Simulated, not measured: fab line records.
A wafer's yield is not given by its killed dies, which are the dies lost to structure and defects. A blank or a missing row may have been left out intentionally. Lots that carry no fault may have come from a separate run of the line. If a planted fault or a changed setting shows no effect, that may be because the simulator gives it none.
Split-lot experiment	flow berkeley_cmos170	23 wafers read across 5 lots, on a route 331 steps long

## THE SPLIT
At UCB170_PFIELD_IMPLANT_07, the setting dose_cm2 was moved away from the recipe's 2e+13 on 11 of the 23 wafers read, by +2.2% to +6.7%. All remaining wafers had this setting at the recipe value.

## THE PATH FROM SPLIT TO READING: the file shows 1 step between them
- UCB170_PFIELD_STRIP_08: strips in O2

## THE READING
PFIELD_TW, at UCB170_PFIELD_TW_MEAS_09. A value of 600 with a standard deviation of 4.9 is what fault-free wafers of this fab line usually give.

wafer	tool, chamber at the split	dose_cm2 as run	against the recipe	PFIELD_TW	against lot-mates on the recipe
L074.1	implanter-02, 0	2.058e+13	+2.9%	600	+6
L074.2	implanter-02, 0	2.058e+13	+2.9%	602	+8
L074.3	implanter-02, 0	2e+13	recipe	595	-
L074.4	implanter-02, 0	2e+13	recipe	595	-
L074.5	implanter-02, 0	2e+13	recipe	593	-
L076.2	implanter-02, 0	2.134e+13	+6.7%	610	+14
L076.3	implanter-02, 0	2e+13	recipe	598	-
L076.4	implanter-02, 0	2.134e+13	+6.7%	610	+14
L076.5	implanter-02, 0	2e+13	recipe	594	-
L076.6	implanter-02, 0	2.134e+13	+6.7%	606	+10
L077.1	implanter-02, 0	2.075e+13	+3.8%	611	+7
L077.2	implanter-02, 0	2.075e+13	+3.8%	610	+6
L077.4	implanter-02, 0	2.075e+13	+3.8%	612	+8
L077.5	implanter-02, 0	2e+13	recipe	606	-
L077.6	implanter-02, 0	2e+13	recipe	602	-
L080.1	implanter-02, 0	2.043e+13	+2.2%	611	+6
L080.2	implanter-02, 0	2.043e+13	+2.2%	610	+6
L080.3	implanter-02, 0	2e+13	recipe	606	-
L080.4	implanter-02, 0	2.043e+13	+2.2%	612	+8
L080.5	implanter-02, 0	2e+13	recipe	603	-
L083.2	implanter-01, 0	2e+13	recipe	605	-
L083.4	implanter-01, 0	2e+13	recipe	602	-
L083.5	implanter-01, 0	2e+13	recipe	606	-

FIT RESULTS
A straight line over all 23 wafers: PFIELD_TW changes by +1.5 for each +1% of dose_cm2; r = +0.58; the points scatter about the line by 5.1.
The same after taking each lot's own level away (the mean of its wafers on the recipe; 23 wafers): +1.92 for each +1%; r = +0.94; scatter 1.8.
That fit puts the effect of the largest move of dose_cm2 on the reading at 13.
Across the lots, their own levels run from 594.3 to 604.5, a range of 2.1 times the standard deviation given above.
So the lot-to-lot level blurs the effect unless lot-mates are compared.
Check: +13 against its lot-mates is what the line predicts for one of the wafers moved furthest among these (+6.7%) when that wafer is left out of the fit. It came out at +14 against them.

## OTHER SPLITS APPLIED TO THESE WAFERS
Note: prior to the reading, these wafers also went through further splits. Each is held against what the fit with the lots' levels taken away leaves over:
other split on the same wafers	wafers away from the commonest value	r with PFIELD_TW (lot level and that fit taken away)
UCB170_START_OXIDATION_02 temp_c	15	+0.04
UCB170_ZERO_COAT_01 resist_thk_nm	7	-0.21
UCB170_PWELL_OXIDATION_02 temp_c	10	-0.12
UCB170_ACTIVE_COAT_08 resist_thk_nm	8	-0.11

## THE FILE'S OWN FIT
PFIELD_TW changes by +1.97 for each +1% of dose_cm2, r = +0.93.
